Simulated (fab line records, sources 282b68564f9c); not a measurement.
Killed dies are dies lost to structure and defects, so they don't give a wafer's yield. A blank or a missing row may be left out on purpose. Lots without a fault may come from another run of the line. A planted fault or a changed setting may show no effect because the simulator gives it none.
Tool commonality check | flow rit_cmos | 14 lots, 42 wafers sampled

WHY IT WAS OPENED
At RIT_ACTIVE_THK_MEAS_04 the reading ACTIVE_NITRIDE_THK is flagged on 2 of 14 lots. Wafers without a fault read 150.3 nm, standard deviation 1.4.
Rule: a lot is flagged when every wafer of it that has a number lies more than 4 standard deviations from that mean, or none has a number. The other lots count as sound.

lot  | measured    | on            | ACTIVE_NITRIDE_THK (nm), wafer by wafer | flag
L150 | day 1 13:38 | film_metro-01 | 152.3 151.5 152.3                       |
L152 | day 1 23:32 | film_metro-01 | 150.2 151.8 151.1                       |
L154 | day 2 09:33 | film_metro-02 | 150.6 148.3 149.1                       |
L155 | day 2 14:32 | film_metro-02 | 154.3 152.8 152.6                       |
L156 | day 2 19:32 | film_metro-02 | 148.3 148.4 148.8                       |
L157 | day 3 00:37 | film_metro-03 | 150.9 150.2 150.1                       |
L158 | day 3 05:32 | film_metro-03 | 150.3 152.2 151.3                       |
L159 | day 3 12:19 | film_metro-02 | 149.6 149.2 148.2                       |
L160 | day 3 15:32 | film_metro-01 | 147.8 149.5 150.0                       |
L162 | day 4 01:32 | film_metro-02 | 151.3 152.2 151.2                       |
L163 | day 4 08:07 | film_metro-02 | 297.7 298.7 298.3                       | FLAGGED
L164 | day 4 13:07 | film_metro-01 | 298.8 297.6 298.5                       | FLAGGED
L169 | day 5 12:32 | film_metro-01 | 149.3 149.6 149.7                       |
L173 | day 6 08:32 | film_metro-03 | 151.0 153.0 151.4                       |
The numbers of the flagged lots are 298.3 nm on average: +148.0 nm against the usual, or +99 or more standard deviations.

WHICH TOOL RAN EACH LOT
The record holds 1 process step before the reading, out of a route of 202 steps. In each cell: the tool, then ch and the chambers that the sampled wafers went through, then the start.
lot  | flag    | RIT_ACTIVE_CVD_03
L150 |         | lpcvd-02 ch 0, day 1 12:14
L152 |         | lpcvd-02 ch 0, day 1 22:07
L154 |         | lpcvd-01 ch 0, day 2 08:07
L155 |         | lpcvd-02 ch 1, day 2 13:07
L156 |         | lpcvd-02 ch 1, day 2 18:07
L157 |         | lpcvd-02 ch 0, day 2 23:10
L158 |         | lpcvd-02 ch 1, day 3 04:07
L159 |         | lpcvd-02 ch 1, day 3 09:07
L160 |         | lpcvd-01 ch 0, day 3 14:07
L162 |         | lpcvd-01 ch 1, day 4 00:07
L163 | FLAGGED | lpcvd-02 ch 1, day 4 05:07
L164 | FLAGGED | lpcvd-01 ch 1, day 4 10:07 and lpcvd-02 ch 1, day 4 11:42
L169 |         | lpcvd-02 ch 1, day 5 11:07
L173 |         | lpcvd-01 ch 1, day 6 07:07
What these steps do:
- RIT_ACTIVE_CVD_03: deposits Si3N4 from SiH2Cl2/NH3, target thk 150 nm, time 1500 s.
- RIT_ACTIVE_THK_MEAS_04

FLAGGED OVER TOTAL, TOOL BY TOOL (the gauges that took the reading come last)
step                   | tool          | lots run | flagged | share of the flagged lots | sound lots run after its first flagged lot
RIT_ACTIVE_CVD_03      | lpcvd-01      | 5        | 1       | some                      | 1 (L173)
RIT_ACTIVE_CVD_03      | lpcvd-02      | 10       | 2       | all                       | 1 (L169)
RIT_ACTIVE_THK_MEAS_04 | film_metro-01 | 5        | 1       | some                      | 1 (L169)
RIT_ACTIVE_THK_MEAS_04 | film_metro-02 | 6        | 1       | some                      | 0
RIT_ACTIVE_THK_MEAS_04 | film_metro-03 | 3        | 0       | none                      | -

WHAT THE TABLE ALLOWS
1 row of the table ran every flagged lot: lpcvd-02 at RIT_ACTIVE_CVD_03.
- lpcvd-02 at RIT_ACTIVE_CVD_03: 2 of its 10 lots flagged. Sound lots ran on it after the first flagged one (L169), which a lasting fault on the whole tool wouldn't allow.
No row of the table ran every flagged lot and no sound lot after the first.

WHAT THE SIMULATOR HAD PUT IN
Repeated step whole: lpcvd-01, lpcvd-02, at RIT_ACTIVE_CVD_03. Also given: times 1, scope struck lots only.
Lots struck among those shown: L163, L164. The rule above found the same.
